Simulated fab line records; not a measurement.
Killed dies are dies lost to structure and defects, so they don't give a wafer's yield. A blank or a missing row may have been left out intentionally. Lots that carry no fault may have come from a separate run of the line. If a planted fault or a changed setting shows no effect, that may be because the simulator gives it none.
A lot that was struck, set against a sound lot | flow berkeley-cmos170 | 14 steps out of a route of 331
Sound: the wafers L351.1, L351.4, L351.5. The struck wafers were L368.1, L368.2, L368.5. The cause comes at the end.
Per side, at each step with rows, come the tool, then ch with its chambers, and then its first start. Under that, the readings that differ: sound wafers | struck wafers | difference of the means | sigmas: that difference in standard deviations of wafers without a fault.
alike: same words and numbers on both sides, and readings whose means sit less than 2 such deviations apart. not compared: any withheld reading, any reading some wafer has no value for, any bound like >300 that may hide the same value, and any number with overlapping values for which the record gives no deviation.
Wherever a step has rows on one side only, a row that says differs or no value, or a row with sigmas, the two part there. When numbers do not overlap yet have no deviation, they are printed without sigmas and do not part them. A reading missing from all wafers of one side parts the sides only when that side holds two or more wafers.

UCB170_NWELL_OVL_MEAS_12:
  sound: overlay-01 at day 2 04:11; struck: overlay-02 at day 5 23:01
  alike: NWELL_OVL
UCB170_NWELL_ETCH_13: etches Si3N4 in CH3F/Ar/O2, stops on SiO2, target depth 246.4 nm, time 154 s.
  sound on rie-diel-04 ch 2,3, day 2 04:13; struck on rie-diel-03 ch 1,3, day 5 23:03
  alike: drypump-motor-current-A, oes-product-au, throttle-valve-pct
  not compared: rf-hours-counter-h
following that, these wafers have no rows for 1 step: UCB170_NWELL_IMPLANT_14.
UCB170_NWELL_STRIP_15: strips in O2.
  sound on plasma-asher-02 ch 0,1, day 2 04:28; struck on plasma-asher-01 ch 0,1, day 5 23:18
  alike: drypump-motor-current-A, oes-product-au, strip-time-to-endpoint-s
  not compared: rf-hours-counter-h
UCB170_NWELL_TW_MEAS_16:
  sound: film-metro-01 at day 2 04:34; struck: film-metro-01 at day 5 23:24
  alike: NWELL_TW
then, 6 steps without rows for these wafers: UCB170_NWELL_CLEAN_17 (cleans in SPM, time 600 s); UCB170_NWELL_WET_ETCH_18 (etches Si3N4 in H3PO4, time 14400 s); UCB170_NWELL_WET_ETCH_19 (etches SiO2 in BOE, time 22 s); UCB170_PWELL_CLEAN_00 (cleans in SPM, time 600 s); UCB170_PWELL_CLEAN_01 (cleans in dHF, time 60 s); UCB170_PWELL_OXIDATION_02 (target thk 26.4 nm, ox time 1260 s).
UCB170_PWELL_THK_MEAS_03:
  sound: film-metro-03 at day 2 12:16; struck: film-metro-01 at day 6 07:09
  alike: PWELL_OXIDE_THK
UCB170_PWELL_ANNEAL_04: time 900 s.
  struck on furnace-04, day 6 09:59; sound on furnace-02 ch 0, day 2 16:20
  no value came back on the struck wafers for spike-tc-centre-C (C), spike-tc-load-C (C); on the sound wafers spike-tc-centre-C (C) reads 1004.2 1001.7 1003.5
then, 1 step without rows for these wafers: UCB170_PWELL_CVD_05 (deposits Si3N4 from SiH2Cl2/NH3, target thk 220 nm, time 3300 s).

## WHERE THEY PART
Within this record, at UCB170_PWELL_ANNEAL_04 only.

WHY: whatever the simulator had introduced
At UCB170_PWELL_ANNEAL_04, the step was skipped entirely on furnace-04 from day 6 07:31 on. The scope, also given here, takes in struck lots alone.
